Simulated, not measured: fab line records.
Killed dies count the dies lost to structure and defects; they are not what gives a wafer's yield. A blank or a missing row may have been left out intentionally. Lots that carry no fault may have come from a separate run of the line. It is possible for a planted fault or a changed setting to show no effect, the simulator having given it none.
Comparing a struck lot with a sound one    flow rit-cmos    15 out of 202 route steps
Sound: the wafers L823.3, L823.4, L823.5. The struck wafers were L829.1, L829.2, L829.6. The cause is given at the end.
Per side, at each step with rows, come the tool, then ch with its chambers, and then its first start. Under that, the readings that differ: sound wafers    struck wafers    difference of the means    sigmas: that difference in standard deviations of wafers without a fault.
alike: words and numbers the same on both sides, and readings whose means are apart by under 2 such deviations; not compared: readings that were withheld, readings missing a value for some wafer, numbers with overlapping values and no deviation given by the record, and bounds like >300 which may hide the same value.
Wherever a step has rows on one side only, a row that says differs or no value, or a row with sigmas, the two part there. Numbers that have no deviation but don't overlap get no sigmas and don't part them. A reading that every wafer of one side lacks parts them only if that side has two wafers or more.

RIT_SILICIDE_RTA_06: time 10 s, ramp up 5 s, ramp down 10 s.
  sound on rtp-anneal-02 ch 0, day 4 22:02; struck on rtp-anneal-01 ch 0, day 6 03:03
  alike: wafer_temp_C_max
RIT_CONTACT_CVD_00: deposits SiO2 from TEOS, target thk 400 nm, time 61 s.
  sound on pecvd-02 ch 0,1,2, day 4 22:05; struck on pecvd-03 ch 1,2, day 6 03:07
  alike: heater-power-w, rf-fwd-power-W, susceptor-temp-C
RIT_CONTACT_THK_MEAS_01:
  sound on film-metro-01 at day 4 22:10; struck on film-metro-01 at day 6 03:10
  alike: CONTACT_TEOS_THK
then, 6 steps without rows for these wafers: RIT_CONTACT_HMDS_02 (prime time 60 s); RIT_CONTACT_COAT_03 (resist thk 1000 nm); RIT_CONTACT_SOFTBAKE_04 (time 60 s); RIT_CONTACT_EXPOSE_05 (exposes mask M11, target cd 1000 nm); RIT_CONTACT_PEB_06; RIT_CONTACT_DEVELOP_07 (develop time 120 s).
RIT_CONTACT_CD_MEAS_08 targets a cd of 1000 nm.
  sound on cd-sem-01 at day 4 23:41; struck on cd-sem-02 at day 6 04:40
  alike: cd-nm
RIT_CONTACT_OVL_MEAS_09:
  sound on overlay-01 at day 4 23:47; struck on overlay-01 at day 6 04:47
  alike: CONTACT_OVL
then, 1 step without rows for these wafers: RIT_CONTACT_HARDBAKE_10 (time 60 s).
RIT_CONTACT_ETCH_11: etches SiO2 in CHF3/CF4/Ar, stops on TiSi2, target depth 480 nm, time 320 s.
  sound on rie-diel-04 ch 0,1,3, day 5 00:15; struck on rie-diel-01 ch 0,2,3, day 6 05:19
reading                                       sound              struck             difference  sigmas
rf-fwd-power-W (W)                            200.6 199.6 200.4  298.6 299.9 299.1  +99.0       +99 or more
model.NOVOLAK_of_CONTACT_COAT_03.thk-nm (nm)  772.1 766.7 770.6  743.2 738.6 742    -28.5       
  alike: cf4-flow-sccm, drypump-motor-current-A, oes-product-au, throttle-valve-pct
  not compared: rf-hours-counter-h
RIT_CONTACT_STRIP_12: strips in O2, time 180 s.
  sound on plasma-asher-04 ch 0,1, day 5 00:30; struck on plasma-asher-01 ch 0,1, day 6 05:31
  alike: drypump-motor-current-A
  not compared: rf-hours-counter-h
RIT_M1_PROBE_99:
  sound on prober-01 at day 5 05:17; struck on prober-02 at day 6 10:27
  alike: killed-at-contacts, killed-at-front-end, killed-dies, killed-open, killed-short

WHERE THEY PART
Only at RIT_CONTACT_ETCH_11, within this record. Later steps at which nothing parts them and some readings are alike: RIT_CONTACT_STRIP_12, RIT_M1_PROBE_99.

WHY: what the simulator had put in
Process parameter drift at RIT_CONTACT_ETCH_11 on rie-diel-01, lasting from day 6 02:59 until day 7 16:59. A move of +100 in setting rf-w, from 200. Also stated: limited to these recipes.
